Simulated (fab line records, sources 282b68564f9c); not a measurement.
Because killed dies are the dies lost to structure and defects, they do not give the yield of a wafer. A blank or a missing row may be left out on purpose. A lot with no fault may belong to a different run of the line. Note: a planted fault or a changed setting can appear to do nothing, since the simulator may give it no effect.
Which tool did it? :: flow ritCmos :: route of 202 steps, sampled at 1 step: 15 lots, 45 wafers

WHAT EACH GAUGE READ, for each wafer
The record holds no reading of a measuring or inspecting step that can be judged against a usual standard deviation.

WHAT TOOL EACH LOT RAN ON (gives the tool, then ch and the chambers of the sampled wafers, and finally the start)
lot: L850
RIT_CONTACT_DEVELOP_07: lithoTrack-02 ch 0, day 3 10:00

lot: L851
RIT_CONTACT_DEVELOP_07: lithoTrack-02 ch 0, day 3 19:00

lot: L853
RIT_CONTACT_DEVELOP_07: lithoTrack-02 ch 0, day 4 08:00

lot: L854
RIT_CONTACT_DEVELOP_07: lithoTrack-01 ch 0, day 4 10:00

lot: L856
RIT_CONTACT_DEVELOP_07: lithoTrack-01 ch 0, day 4 15:00

lot: L857
RIT_CONTACT_DEVELOP_07: lithoTrack-03 ch 0, day 4 20:00

lot: L858
RIT_CONTACT_DEVELOP_07: lithoTrack-01 ch 0, day 5 02:00

lot: L859
RIT_CONTACT_DEVELOP_07: lithoTrack-01 ch 0, day 5 09:00

lot: L860
RIT_CONTACT_DEVELOP_07: lithoTrack-01 ch 0, day 5 12:00

lot: L862
RIT_CONTACT_DEVELOP_07: lithoTrack-02 ch 0, day 5 20:00

lot: L865
RIT_CONTACT_DEVELOP_07: lithoTrack-02, day 6 12:00

lot: L866
RIT_CONTACT_DEVELOP_07: lithoTrack-02, day 6 15:00

lot: L867
RIT_CONTACT_DEVELOP_07: lithoTrack-03, day 6 22:00

lot: L871
RIT_CONTACT_DEVELOP_07: lithoTrack-01 ch 0, day 7 19:00

lot: L872
RIT_CONTACT_DEVELOP_07: lithoTrack-03 ch 0, day 7 22:00
- RIT_CONTACT_DEVELOP_07: develop time 120 s.

WHAT THE TOOLS THEMSELVES READ (means of the sampled wafers that have a number; where no wafer has one, the mark that the record gives instead)
RIT_CONTACT_DEVELOP_07. Usual: chillPlateTempC at 23.00 C, with a standard deviation of 0.1.
lot: L850
tool: lithoTrack-02
chillPlateTempC (C): 22.96
flag: 

lot: L851
tool: lithoTrack-02
chillPlateTempC (C): 23.05
flag: 

lot: L853
tool: lithoTrack-02
chillPlateTempC (C): 23.00
flag: 

lot: L854
tool: lithoTrack-01
chillPlateTempC (C): 23.08
flag: 

lot: L856
tool: lithoTrack-01
chillPlateTempC (C): 23.15
flag: 

lot: L857
tool: lithoTrack-03
chillPlateTempC (C): 23.06
flag: 

lot: L858
tool: lithoTrack-01
chillPlateTempC (C): 22.99
flag: 

lot: L859
tool: lithoTrack-01
chillPlateTempC (C): 23.09
flag: 

lot: L860
tool: lithoTrack-01
chillPlateTempC (C): 23.18
flag: 

lot: L862
tool: lithoTrack-02
chillPlateTempC (C): 22.95
flag: 

lot: L865
tool: lithoTrack-02
chillPlateTempC (C): -
flag: OFF

lot: L866
tool: lithoTrack-02
chillPlateTempC (C): -
flag: OFF

lot: L867
tool: lithoTrack-03
chillPlateTempC (C): -
flag: OFF

lot: L871
tool: lithoTrack-01
chillPlateTempC (C): 22.93
flag: 

lot: L872
tool: lithoTrack-03
chillPlateTempC (C): 22.88
flag: 

THE ANSWER, worked out from the rows above alone
Rule: a lot counts as off when the mean over its wafers that have a number is more than 3 standard deviations away from the usual mean. A lot without any number at a reading at which 4 lots or more have one is off too. Any other lot the step has rows for is counted as sound. The gauges are gone through in route order, then the tools' own readings, and for those a lot's mean is taken as printed above. The first step at which some lot is off is used, and at that step the reading that is off furthest; a lot without a number counts as furthest.
Off: L865, L866, L867, at RIT_CONTACT_DEVELOP_07 (chillPlateTempC). Without a number there: L865, L866, L867.
A tool fits if, at that step or a process step before it, it ran every lot that is off, and no sound lot after the first of them. Of those tried, none fits.

WHAT THE SIMULATOR HAD PUT IN
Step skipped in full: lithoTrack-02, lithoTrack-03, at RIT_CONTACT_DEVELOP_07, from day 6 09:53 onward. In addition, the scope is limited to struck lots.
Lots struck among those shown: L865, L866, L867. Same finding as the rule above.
